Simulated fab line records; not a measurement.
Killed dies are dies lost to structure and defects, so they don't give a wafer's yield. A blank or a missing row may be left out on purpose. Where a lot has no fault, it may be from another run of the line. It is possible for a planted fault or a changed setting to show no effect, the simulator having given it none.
One fault through the eyes of 2 desks | flow berkeley cmos170 | only its own numbers are on each desk; what lay behind them is given at the end

== FOR THE TOOL OWNER'S DESK: pvd sputter-04 ==
The tool's own readings at UCB170_M1_SPUTTER_00 (material Al, target thk 600 nm, time 80 s): means of the sampled wafers that have a number, for each lot that ran on this tool. If a lot's mean is further than 4 standard deviations from the usual mean, the lot is out of limits and carries the mark OUT (the distance appears in the brackets).
Columns: A = chamber pressure pa at UCB170_M1_SPUTTER_00, usual 0.4999 Pa; B = throttle valve pct at UCB170_M1_SPUTTER_00, usual 29.7 %
lot  | first seen here | A      | B
L200 | day 7 22:17     | 0.4989 | 28.7
L205 | day 9 02:23     | 0.4988 | 29.6
L207 | day 9 13:07     | 0.5013 | 29.8
L221 | day 13 12:46    | 0.4999 | 29.4
Finding of this desk: none of the 4 lots has anything out of limits.

== THE METROLOGY DESK ==
Lot by lot, what the gauges showed, no matter which tool ran the lot: averages of those sampled wafers that carry a number. If a lot's mean is further than 4 standard deviations from the usual mean, the lot is out of limits and carries the mark OUT (the distance appears in the brackets).
Columns: A = M1_AL_RS at UCB170_M1_RS_MEAS_01, usual 0.0487 ohm/sq; B = M1_AL_THK at UCB170_M1_THK_MEAS_02, usual 589 nm; C = cd nm at UCB170_V1_CD_MEAS_12, usual 700.1 nm
lot  | first seen here | A                | B             | C
L200 | day 7 22:20     | 0.0485           | 593           | 698.1
L204 | day 9 01:35     | 0.0486           | 587           | 698.3
L205 | day 9 02:28     | 0.0585 (+18) OUT | 517 (-11) OUT | 700.7
L207 | day 9 13:13     | 0.0576 (+17) OUT | 518 (-11) OUT | 699.8
L213 | day 10 22:05    | 0.0486           | 592           | 700.4
L214 | day 11 10:11    | 0.0491           | 581           | 700.0
L215 | day 11 12:33    | 0.0483           | 595           | 698.9
L217 | day 12 01:26    | 0.0483           | 595           | 700.7
L218 | day 12 02:34    | 0.0490           | 586           | 701.7
L219 | day 12 11:17    | 0.0489           | 590           | 700.4
L220 | day 12 22:16    | 0.0495           | 579           | 701.0
L223 | day 13 12:41    | 0.0489           | 590           | 700.3
L221 | day 13 12:49    | 0.0492           | 583           | 700.5
L222 | day 13 13:50    | 0.0487           | 592           | 699.1
Finding of this desk: L205, L207 out of limits, first seen on L205 at day 9 02:28 (M1_AL_RS at UCB170_M1_RS_MEAS_01). In limits: L200, L204, L213, L214, L215, L217, L218, L219, L220, L223, L221, L222.

== TAKEN TOGETHER ==
L205, L207 would have let the metrology desk raise an alarm at day 9 02:28.
Nothing out of limits was seen by the tool owner's desk.
Tool owner's desk: L205, L207 on record, inside its limits.
All the named lots went through UCB170_M1_SPUTTER_00 on pvd sputter-04.

== WHAT HAD BEEN PUT IN BY THE SIMULATOR ==
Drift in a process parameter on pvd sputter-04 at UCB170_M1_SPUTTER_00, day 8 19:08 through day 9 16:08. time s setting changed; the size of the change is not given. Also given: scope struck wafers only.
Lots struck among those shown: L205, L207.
Time in hours between the start of the fault and the first out-of-limits reading at each desk: metrology desk, 7.
